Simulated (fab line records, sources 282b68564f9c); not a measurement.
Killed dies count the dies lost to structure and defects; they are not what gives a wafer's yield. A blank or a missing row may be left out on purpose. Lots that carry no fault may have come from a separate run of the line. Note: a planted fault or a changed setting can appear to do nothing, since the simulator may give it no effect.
Which tool did it? | flow ritCmos | 14 lots, 42 wafers sampled, at 2 steps of a route of 202

## WHAT THE GAUGES READ, wafer by wafer
RIT_ACTIVE_THK_MEAS_04. Usual: ACTIVE_NITRIDE_THK 149.9 nm, standard deviation 1.5.
lot  | measured    | on           | ACTIVE_NITRIDE_THK (nm) | flag
L414 | day 1 13:44 | filmMetro-03 | 150.2 149.3 149.3       | 
L415 | day 1 18:42 | filmMetro-01 | 150.2 150.5 149.1       | 
L416 | day 1 23:33 | filmMetro-01 | 151.7 152.8 153.7       | 
L417 | day 2 04:32 | filmMetro-01 | 148.1 148.7 148.8       | 
L418 | day 2 09:32 | filmMetro-03 | 151.5 150.8 150.5       | 
L419 | day 2 16:39 | filmMetro-01 | 151.0 149.4 149.7       | 
L421 | day 3 02:16 | filmMetro-01 | 40.4 41.3 41.0          | OFF
L424 | day 3 16:50 | filmMetro-02 | 39.0 39.3 39.0          | OFF
L429 | day 4 18:02 | filmMetro-01 | 150.8 150.5 150.6       | 
L430 | day 4 23:37 | filmMetro-03 | 151.1 152.1 150.8       | 
L431 | day 5 04:02 | filmMetro-03 | 149.7 148.9 149.3       | 
L435 | day 5 23:25 | filmMetro-03 | 148.2 147.5 147.8       | 
L436 | day 6 04:34 | filmMetro-01 | 149.5 150.5 151.6       | 
L437 | day 6 09:49 | filmMetro-03 | 147.6 147.6 147.9       | 

## EACH LOT AND THE TOOL THAT RAN IT (in order: tool; ch and the chambers of the sampled wafers; start)
lot  | RIT_ACTIVE_CVD_03
L414 | lpcvd-01 ch 0, day 1 12:17
L415 | lpcvd-01 ch 0, day 1 17:16
L416 | lpcvd-01 ch 1, day 1 22:07
L417 | lpcvd-01 ch 1, day 2 03:07
L418 | lpcvd-02 ch 1, day 2 08:07
L419 | lpcvd-01 ch 0, day 2 14:31
L421 | lpcvd-01 ch 1, day 3 00:50
L424 | lpcvd-01 ch 1, day 3 15:24
L429 | lpcvd-02 ch 0, day 4 15:55
L430 | lpcvd-02 ch 0, day 4 21:28
L431 | lpcvd-02 ch 1, day 5 01:54
L435 | lpcvd-01 ch 0, day 5 21:59
L436 | lpcvd-02 ch 1, day 6 02:26
L437 | lpcvd-01 ch 0, day 6 07:41
- RIT_ACTIVE_CVD_03: deposits Si3N4 from SiH2Cl2/NH3, target thk 150 nm, time 1500 s.

## AS READ BY THE TOOLS THEMSELVES (means over the sampled wafers that have a number; for cases with no such wafer, the mark the record gives instead)
RIT_ACTIVE_CVD_03. Usual: sih2cl2FlowSccm 59.99 sccm, standard deviation 0.15.
lot  | tool     | sih2cl2FlowSccm (sccm) | flag
L414 | lpcvd-01 | 60.03                  | 
L415 | lpcvd-01 | 59.85                  | 
L416 | lpcvd-01 | 59.93                  | 
L417 | lpcvd-01 | 59.95                  | 
L418 | lpcvd-02 | 59.89                  | 
L419 | lpcvd-01 | 59.90                  | 
L421 | lpcvd-01 | 59.92                  | 
L424 | lpcvd-01 | 60.15                  | 
L429 | lpcvd-02 | 60.08                  | 
L430 | lpcvd-02 | 60.02                  | 
L431 | lpcvd-02 | 59.77                  | 
L435 | lpcvd-01 | 60.04                  | 
L436 | lpcvd-02 | 60.09                  | 
L437 | lpcvd-01 | 60.06                  | 

## THE ANSWER, worked out from the rows above alone
Rule: a lot is off if the mean of its wafers that have a number lies more than 3 standard deviations from the usual mean. A lot without any number at a reading at which 4 lots or more have one is off too. The other lots that the step has rows for count as sound. The gauges are gone through in route order, then the tools' own readings, and for those a lot's mean is taken as printed above. The first step at which some lot is off is used, and at that step the reading that is off furthest; a lot without a number counts as furthest.
Off: L421, L424, seen at RIT_ACTIVE_THK_MEAS_04 (ACTIVE_NITRIDE_THK).
A tool fits if, at a process step before that reading, it ran every lot that is off, and no sound lot after the first of them. Those tools and the gauges at RIT_ACTIVE_THK_MEAS_04 are tried in the same way. None of those tried fits.

## WHAT THE SIMULATOR HAD INSERTED
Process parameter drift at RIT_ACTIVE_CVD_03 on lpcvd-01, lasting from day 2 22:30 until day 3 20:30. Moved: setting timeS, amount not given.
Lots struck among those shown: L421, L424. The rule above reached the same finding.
